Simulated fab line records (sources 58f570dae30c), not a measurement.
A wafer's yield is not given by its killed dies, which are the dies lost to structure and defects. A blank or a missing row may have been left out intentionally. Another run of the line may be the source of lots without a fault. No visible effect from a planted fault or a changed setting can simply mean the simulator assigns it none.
A struck lot beside a sound one :: flow berkeley_cmos170 :: 6 out of 331 route steps
Sound: wafers L685.1, L685.3, L685.6. Wafers struck: L677.2, L677.4, L677.6. Last of all comes the cause.
Per side, at each step with rows, come the tool, then ch with its chambers, and then its first start. Under that, the readings that differ: sound wafers :: struck wafers :: difference of the means :: sigmas: that difference in standard deviations of wafers without a fault.
alike: same words and numbers on both sides, and readings whose means sit less than 2 such deviations apart. not compared: any withheld reading, any reading some wafer has no value for, any bound like >300 that may hide the same value, and any number with overlapping values for which the record gives no deviation.
Wherever a step has rows on one side only, a row that says differs or no value, or a row with sigmas, the two part there. Numbers that don't overlap but have no deviation are shown without sigmas and don't part them. Lack of a reading on every wafer of one side parts them only where that side has two or more wafers.

UCB170_START_BOW_MEAS_00:
  sound: film_metro-03 at day 4 23:00; struck: film_metro-03 at day 3 07:01
  alike: INCOMING_BOW
then, 1 step without rows for these wafers: UCB170_START_CLEAN_01 (cleans in dHF, time 60 s).
UCB170_START_OXIDATION_02: target thk 20 nm, ox time 1800 s.
  sound on furnace-01 ch 0, day 5 03:41; struck on furnace-02 ch 0, day 3 13:34
reading: zone_power_source_pct (%)
sound: 29.2 28.9 29.3
struck: 33.8 33.0 33.8
difference: +4.4
sigmas: +2
UCB170_START_THK_MEAS_03:
  sound: film_metro-02 at day 5 05:11; struck: film_metro-03 at day 3 15:08
reading: START_OXIDE_THK (nm)
sound: 20.2 19.9 20.0
struck: 31.9 31.7 32.3
difference: +11.9
sigmas: +31
then, 1 step without rows for these wafers: UCB170_START_ANNEAL_04 (time 1200 s).
-- the record jumps here: 7 days lie between the struck wafers' starts before and after (it left off in module START and takes up again in module M3, whose first step shown is number 331 of the route) --
UCB170_M3_PROBE_99:
  record: rows for the struck wafers here (prober-01, day 11 01:06), none for the sound ones

== WHERE THEY PART ==
First at UCB170_START_OXIDATION_02; last, within this record, at UCB170_M3_PROBE_99.

WHY: whatever the simulator had introduced
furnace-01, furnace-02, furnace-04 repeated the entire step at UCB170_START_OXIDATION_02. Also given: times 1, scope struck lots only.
